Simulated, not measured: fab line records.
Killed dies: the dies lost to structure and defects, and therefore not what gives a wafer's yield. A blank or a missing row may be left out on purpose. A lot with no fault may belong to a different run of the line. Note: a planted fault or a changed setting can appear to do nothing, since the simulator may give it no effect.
fab line records + flow rit_cmos
record
- lots=14
- wafers=42
- last_day=8
route steps=202 shown PWELL@42 M1@202
lots that met no fault: taken from a fault-free run of the same line
start_h: start of the lot's first displayed wafer, in hours after the record's first day + wait_h: hours elapsed since this lot's preceding step + " the same as in the row above + L1.1+2: a row that stands for several wafers + - value missing, or start not given + * or withheld: withheld + < > ~ a bound
route shown NAME@n: NAME is a module with steps in the file, n the number in the route of the first one + usual: the fault-free wafers' mean and standard deviation + same: alike in all rows + chamber/n: place in a boat + sites: readings site by site + _std_site: the values' standard deviation + _edge_site: the outer-site mean with the inner-site mean subtracted + radius_mm: for every site, how far away it sits from the centre of the wafer + mask NAME#n: copy n + behind: the last tool/chamber to shape the wafer + hold: why the lot went on hold/how many hours it stayed there/how the hold came to an end + device: names the non-switching transistor (n, p or np) + end of line: at the end of the route, the tests of the same wafers + a step with no rows: only its recipe + killed: the dies lost at the first sort to structure and to defects; this is not the yield of the wafer + map: per-die view of a wafer (x killed, . not killed, _ where there is no die)
set.NAME: the setting the step ran with; set.NAME@STEP: the setting that earlier step ran with + model.NAME: the simulator's own value behind a step, which no gauge read
the route's steps for a sample of lots (tables are steps, rows are wafers)
services: when a tool's chamber went out of use (start_h, in hours from the record's first day, below 0 if earlier), for how many hours, and the reason
## steps
# step RIT_PWELL_EXPOSE_03
# recipe
- mask_id=M3
- na=0.57
- target_cd_nm=43700
- dose_mj=250
# same
- na=0.57
| lot.wafer  | tool             | chamber | start_h | wait_h | mask |
|------------|------------------|---------|---------|--------|------|
| L153.1+4+5 | iline_stepper-02 | 0       | 24.11   | 0.1    | M3#0 |
| L154.1+2+4 | iline_stepper-02 | 0       | 27.99   | 0.1    | M3#0 |
| L155.2+3+4 | iline_stepper-01 | 0       | 34.00   | 0.2    | M3#0 |
| L158.3+4+5 | iline_stepper-01 | 0       | 50.10   | 0.2    | M3#0 |
| L160.1+2+5 | iline_stepper-02 | 0       | 58.52   | 0.2    | M3#0 |
| L161.1+5+6 | iline_stepper-02 | 0       | 67.10   | 0.1    | M3#0 |
| L162.1+5+6 | iline_stepper-02 | 0       | 69.82   | 0.1    | M3#0 |
| L164.1+5+6 | iline_stepper-02 | 0       | 83.50   | 0.2    | M3#0 |
| L168.1+3+5 | iline_stepper-01 | 0       | 104.49  | 0.2    | M3#0 |
| L169.1+2+4 | iline_stepper-01 | 0       | 109.71  | 0.1    | M3#0 |
| L170.1+3+5 | iline_stepper-01 | 0       | 115.72  | 0.1    | M3#0 |
| L171.3+5+6 | iline_stepper-01 | 0       | 126.79  | 0.1    | M3#0 |
| L173.2+5+6 | iline_stepper-01 | 0       | 128.54  | 0.1    | M3#0 |
| L175.4+5+6 | iline_stepper-01 | 0       | 140.14  | 0.3    | M3#0 |
# step RIT_PWELL_OVL_MEAS_06
# usual
- PWELL_OVL=-0.7/1.2
| lot.wafer | tool       | chamber | start_h | wait_h | hold                     | PWELL_OVL[nm] |
|-----------|------------|---------|---------|--------|--------------------------|---------------|
| L153.1    | overlay-02 | -       | 24.54   | -      | -                        | 0.0           |
| L153.4    | "          | -       | "       | "      | -                        | -0.9          |
| L153.5    | "          | -       | "       | "      | -                        | 0.6           |
| L154.1    | overlay-02 | -       | 28.42   | -      | -                        | 0.2           |
| L154.2    | "          | -       | "       | "      | -                        | -1.3          |
| L154.4    | "          | -       | "       | "      | -                        | -0.5          |
| L155.2    | overlay-02 | -       | 34.42   | -      | -                        | -0.3          |
| L155.3    | "          | -       | "       | "      | -                        | -2.7          |
| L155.4    | "          | -       | "       | "      | -                        | -4.1          |
| L158.3    | overlay-02 | -       | 50.53   | -      | -                        | 0.3           |
| L158.4    | "          | -       | "       | "      | -                        | -0.2          |
| L158.5    | "          | -       | "       | "      | -                        | -0.5          |
| L160.1    | overlay-01 | -       | 58.95   | -      | await_dispo/0.2h/release | 238.4         |
| L160.2    | "          | -       | "       | "      | await_dispo/0.2h/release | 238.9         |
| L160.5    | "          | -       | "       | "      | await_dispo/0.2h/release | 238.0         |
| L160.1    | overlay-01 | -       | 59.15   | 0.2    | -                        | 238.2         |
| L160.2    | "          | -       | "       | "      | -                        | 239.0         |
| L160.5    | "          | -       | "       | "      | -                        | 238.6         |
| L161.1    | overlay-01 | -       | 67.53   | -      | await_dispo/0.2h/release | 238.2         |
| L161.5    | "          | -       | "       | "      | await_dispo/0.2h/release | 238.8         |
| L161.6    | "          | -       | "       | "      | await_dispo/0.2h/release | 238.3         |
| L161.1    | overlay-01 | -       | 67.73   | 0.2    | -                        | 238.6         |
| L161.5    | "          | -       | "       | "      | -                        | 239.2         |
| L161.6    | "          | -       | "       | "      | -                        | 238.5         |
| L162.1    | overlay-02 | -       | 70.25   | -      | await_dispo/0.2h/release | 239.8         |
| L162.5    | "          | -       | "       | "      | await_dispo/0.2h/release | 240.9         |
| L162.6    | "          | -       | "       | "      | await_dispo/0.2h/release | 240.3         |
| L162.1    | overlay-02 | -       | 70.45   | 0.2    | -                        | 239.9         |
| L162.5    | "          | -       | "       | "      | -                        | 241.2         |
| L162.6    | "          | -       | "       | "      | -                        | 241.1         |
| L164.1    | overlay-01 | -       | 83.93   | -      | await_dispo/0.2h/release | 239.6         |
| L164.5    | "          | -       | "       | "      | await_dispo/0.2h/release | 241.7         |
| L164.6    | "          | -       | "       | "      | await_dispo/0.2h/release | 240.6         |
| L164.1    | overlay-01 | -       | 84.13   | 0.2    | -                        | 239.8         |
| L164.5    | "          | -       | "       | "      | -                        | 241.8         |
| L164.6    | "          | -       | "       | "      | -                        | 240.7         |
| L168.1    | overlay-01 | -       | 104.92  | -      | -                        | -1.0          |
| L168.3    | "          | -       | "       | "      | -                        | -3.9          |
| L168.5    | "          | -       | "       | "      | -                        | -2.2          |
| L169.1    | overlay-01 | -       | 110.14  | -      | -                        | 0.1           |
| L169.2    | "          | -       | "       | "      | -                        | 0.8           |
| L169.4    | "          | -       | "       | "      | -                        | -0.7          |
| L170.1    | overlay-02 | -       | 116.15  | -      | -                        | -1.6          |
| L170.3    | "          | -       | "       | "      | -                        | -1.6          |
| L170.5    | "          | -       | "       | "      | -                        | 0.1           |
| L171.3    | overlay-01 | -       | 127.19  | -      | -                        | -0.8          |
| L171.5    | "          | -       | "       | "      | -                        | -0.4          |
| L171.6    | "          | -       | "       | "      | -                        | -0.2          |
| L173.2    | overlay-01 | -       | 129.09  | -      | -                        | -1.4          |
| L173.5    | "          | -       | "       | "      | -                        | -1.8          |
| L173.6    | "          | -       | "       | "      | -                        | -3.0          |
| L175.4    | overlay-01 | -       | 140.90  | -      | -                        | -3.2          |
| L175.5    | "          | -       | "       | "      | -                        | -2.5          |
| L175.6    | "          | -       | "       | "      | -                        | -3.4          |
# step RIT_M1_PROBE_99
# usual
- defect_limited_yield=97.5/1.1
- killed_at_contacts=0.1/0.23
- killed_at_front_end=6.6/2.9
- killed_dies=6.7/3
- killed_open=3.5/2.1
- killed_short=3.2/1.8
- sort_bin_3_pad_short=0.1/0.19
- sort_bin_5_function=1.4/0.84
- sort_bin_6_memory=1.0/0.67
- sort_n_pass=257.3/3
- sort_yield_pct=97.5/1.1
# same
- gross_dies=264
- killed_at_M0_to_M3=0
- killed_at_M4_up=0
- killed_at_back_side=0
- killed_at_other=0
| lot.wafer | tool      | chamber | start_h | wait_h | defect_limited_yield[%] | killed_at_contacts | killed_at_front_end | killed_dies | killed_open | killed_short | sort_bin_3_pad_short[%] | sort_bin_5_function[%] | sort_bin_6_memory[%] | sort_n_pass | sort_yield_pct[%] |
|-----------|-----------|---------|---------|--------|-------------------------|--------------------|---------------------|-------------|-------------|--------------|-------------------------|------------------------|----------------------|-------------|-------------------|
| L153.1    | prober-02 | -       | 61.20   | 0.1    | 97.0                    | 0                  | 8                   | 8           | 4           | 4            | 0.4                     | 2.3                    | 0.4                  | 256.0       | 97.0              |
| L153.4    | prober-02 | -       | 61.35   | 0.2    | 97.3                    | 0                  | 7                   | 7           | 2           | 5            | 0                       | 1.5                    | 1.1                  | 257.0       | 97.3              |
| L153.5    | prober-02 | -       | 61.40   | 0.2    | 97.3                    | 0                  | 7                   | 7           | 3           | 4            | 0                       | 1.5                    | 1.1                  | 257.0       | 97.3              |
# killed by level:class
L153.1 FOX1:geometric_particle:short=3 GATE:geometric_particle:open=3 FOX2:geometric_particle:open=1 SPACER:geometric_particle:short=1
L153.4 FOX2:geometric_particle:short=2 FOX1:geometric_particle:short=1 REOX:geometric_particle:short=1 SPACER:geometric_particle:short=1 SPACER:geometric_particle:open=1 SILICIDE:geometric_particle:open=1
L153.5 REOX:geometric_particle:short=2 SPACER:geometric_particle:open=2 SPACER:geometric_particle:short=1 SILICIDE:geometric_particle:open=1 SILICIDE:geometric_particle:short=1
## services
| tool             | chamber | start_h | hours | kind |
|------------------|---------|---------|-------|------|
| iline_stepper-01 | -       | 57.30   | 1.7   | pm   |
## key
first_sign
- step=RIT_PWELL_OVL_MEAS_06
- reading=visit
- direction=added
effect
- step=RIT_PWELL_OVL_MEAS_06
- reading=PWELL_OVL
- direction=up
- sigmas=99+
- usual=-0.7
- struck=239.5
met_at RIT_PWELL_EXPOSE_03
struck_lots L160,L161,L162,L164
scrapped_behind RIT_PWELL_OVL_MEAS_06 L160.1,L160.2,L160.5,L161.1,L161.5,L161.6,L162.1,L162.5,L162.6,L164.1,L164.5,L164.6
onset_between 27.99 58.52
fault
- kind=scanner_matching_overlay
- tool=iline_stepper-02
- chamber=-
- onset_h=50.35
- steps=RIT_PWELL_EXPOSE_03
- offset=240
